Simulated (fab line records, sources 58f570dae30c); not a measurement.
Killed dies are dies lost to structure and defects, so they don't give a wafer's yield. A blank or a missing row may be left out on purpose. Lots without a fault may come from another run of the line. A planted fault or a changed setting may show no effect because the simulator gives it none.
One fault seen from 2 desks | flow berkeley_cmos170 | each desk has only its own numbers; what lay behind them comes last

THE METROLOGY DESK
What the gauges read, lot by lot, whatever tool the lot ran on: means of the sampled wafers that have a number. A lot is out of limits, marked OUT, if its mean lies more than 4 standard deviations from the usual mean; the brackets give that distance.
Columns: A = WELLDRIVE_OXIDE_THK at UCB170_WELLDRIVE_THK_MEAS_02, usual 197 nm; B = M1_AL_THK at UCB170_M1_THK_MEAS_02, usual 587 nm; C = V2_POLISHED_THK at UCB170_V2_THK_MEAS_04, usual 999.6 nm
lot  | first seen here | A              | B   | C
L870 | day 3 20:22     | 198            | 595 | 999.5
L869 | day 3 20:22     | 195            | 578 | 999.4
L873 | day 4 12:43     | 195            | 583 | 999.8
L879 | day 5 18:04     | 180 (-4.8) OUT | 589 | 1000.1
L880 | day 5 18:04     | 178 (-5.3) OUT | 598 | 1000.4
L882 | day 6 14:59     | 198            | 578 | 1000.5
L883 | day 6 14:59     | 196            | 592 | 998.9
L885 | day 6 21:30     | 195            | 591 | 998.6
L886 | day 6 21:31     | 196            | 585 | 998.3
L884 | day 7 03:30     | 199            | 585 | 998.6
L887 | day 7 09:50     | 200            | 589 | 999.4
L888 | day 7 15:49     | 198            | 593 | 999.8
L889 | day 7 15:50     | 200            | 591 | 999.4
L891 | day 7 16:23     | 200            | 593 | 997.8
This desk's finding: out of limits on L879, L880; first on L879, day 5 18:04 (WELLDRIVE_OXIDE_THK at UCB170_WELLDRIVE_THK_MEAS_02). In limits: L870, L869, L873, L882, L883, L885, L886, L884, L887, L888, L889, L891.

THE TOOL OWNER'S DESK: furnace-03
The tool's own readings at UCB170_WELLDRIVE_OXIDATION_01 (target thk 199 nm, ox time 9000 s): means of the sampled wafers that have a number, for each lot that ran on this tool. A lot is out of limits, marked OUT, if its mean lies more than 4 standard deviations from the usual mean; the brackets give that distance.
Columns: A = spike_tc_centre_C at UCB170_WELLDRIVE_OXIDATION_01, usual 1103.1 C; B = spike_tc_load_C at UCB170_WELLDRIVE_OXIDATION_01, usual 1128 C; C = spike_tc_source_C at UCB170_WELLDRIVE_OXIDATION_01, usual 1123.8 C; D = zone_power_centre_pct at UCB170_WELLDRIVE_OXIDATION_01, usual 49 %
lot  | first seen here | A                | B               | C                 | D
L869 | day 3 16:52     | 1103.4           | 1126            | 1127.2            | 44
L870 | day 3 16:52     | 1103.8           | 1125            | 1125.9            | 44
L879 | day 5 14:34     | 1087.8 (-13) OUT | 1107 (-5.6) OUT | 1110.2 (-4.9) OUT | 43
L880 | day 5 14:34     | 1088.9 (-12) OUT | 1109 (-5.2) OUT | 1110.5 (-4.8) OUT | 43
This desk's finding: out of limits on L879, L880; first on L879, day 5 14:34 (spike_tc_centre_C at UCB170_WELLDRIVE_OXIDATION_01). In limits: L869, L870.

PUT TOGETHER
The tool owner's desk could have raised an alarm at day 5 14:34, on L879, L880.
The metrology desk could have raised an alarm at day 5 18:04, on L879, L880.
Of the lots named, all ran UCB170_WELLDRIVE_OXIDATION_01 on furnace-03.

WHAT THE SIMULATOR HAD PUT IN
Process parameter drift: furnace-03, from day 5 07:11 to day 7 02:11, at UCB170_WELLDRIVE_OXIDATION_01. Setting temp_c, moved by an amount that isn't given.
Lots struck among those shown: L879, L880.
Hours from the fault's start to each desk's first reading out of limits: the tool owner's desk, 7; the metrology desk, 11.
